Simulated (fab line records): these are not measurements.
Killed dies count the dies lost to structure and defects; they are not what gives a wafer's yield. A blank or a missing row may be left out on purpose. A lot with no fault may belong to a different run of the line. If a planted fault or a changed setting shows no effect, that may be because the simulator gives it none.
Which tool was responsible? || flow berkeleyCmos170 || 21 wafers from 7 lots sampled at 3 of the route's 331 steps

WHAT THE GAUGES SHOWED, per wafer
UCB170_PLDD_TW_MEAS_11.
{"lot": "L821", "measured": "day 7 21:57", "on": "filmMetro-01", "PLDD_TW": "998 999 1002"}
{"lot": "L823", "measured": "day 8 13:42", "on": "filmMetro-01", "PLDD_TW": "997 998 999"}
{"lot": "L827", "measured": "day 8 23:59", "on": "filmMetro-04", "PLDD_TW": "1023 1027 1027"}
{"lot": "L830", "measured": "day 9 13:45", "on": "filmMetro-01", "PLDD_TW": "994 993 1002"}
{"lot": "L832", "measured": "day 9 13:56", "on": "filmMetro-03", "PLDD_TW": "1019 1013 1017"}
{"lot": "L836", "measured": "day 10 20:19", "on": "filmMetro-04", "PLDD_TW": "1041 1036 1029"}
{"lot": "L838", "measured": "day 11 01:40", "on": "filmMetro-04", "PLDD_TW": "1035 1031 1031"}

EACH LOT AND THE TOOL THAT RAN IT (in order: tool; ch and the chambers of the sampled wafers; start)
{"lot": "L821", "UCB170_PWELL_STRIP_16": "plasmaAsher-02 ch 0,1, day 4 05:55", "UCB170_PLDD_IMPLANT_08": "implanter-02 ch 0, day 7 21:34"}
{"lot": "L823", "UCB170_PWELL_STRIP_16": "plasmaAsher-01 ch 0,1, day 5 05:14", "UCB170_PLDD_IMPLANT_08": "implanter-04 ch 0, day 8 13:20"}
{"lot": "L827", "UCB170_PWELL_STRIP_16": "plasmaAsher-04 ch 0,1, day 5 20:47", "UCB170_PLDD_IMPLANT_08": "implanter-02 ch 0, day 8 23:35"}
{"lot": "L830", "UCB170_PWELL_STRIP_16": "plasmaAsher-02 ch 0,1, day 6 08:37", "UCB170_PLDD_IMPLANT_08": "implanter-04 ch 0, day 9 13:22"}
{"lot": "L832", "UCB170_PWELL_STRIP_16": "plasmaAsher-02 ch 0,1, day 6 14:43", "UCB170_PLDD_IMPLANT_08": "implanter-01 ch 0, day 9 13:32"}
{"lot": "L836", "UCB170_PWELL_STRIP_16": "plasmaAsher-04 ch 0,1, day 7 06:22", "UCB170_PLDD_IMPLANT_08": "implanter-01 ch 0, day 10 19:56"}
{"lot": "L838", "UCB170_PWELL_STRIP_16": "plasmaAsher-04 ch 0,1, day 7 18:31", "UCB170_PLDD_IMPLANT_08": "implanter-04 ch 0, day 11 01:14"}
- UCB170_PWELL_STRIP_16: strips in O2.
- UCB170_PLDD_IMPLANT_08

THE ANSWER, worked out from the rows above alone
Rule: usual is defined by the lots themselves. Put in order of their means at a reading, lots are off if they are a third of the lots or fewer, leave a main group of 4 or more, and stand apart from it by a gap of 3 or more times the standard deviation of the main group's means; of several such gaps the widest counts. Not used: any main group whose means are identical at the precision the tables above print for the reading. A lot without any number at a reading at which 4 lots or more have one is off too. The other lots that the step has rows for count as sound.
Across all readings shown, no lot is off: no conclusion can be drawn from this.

WHAT THE SIMULATOR HAD PUT IN
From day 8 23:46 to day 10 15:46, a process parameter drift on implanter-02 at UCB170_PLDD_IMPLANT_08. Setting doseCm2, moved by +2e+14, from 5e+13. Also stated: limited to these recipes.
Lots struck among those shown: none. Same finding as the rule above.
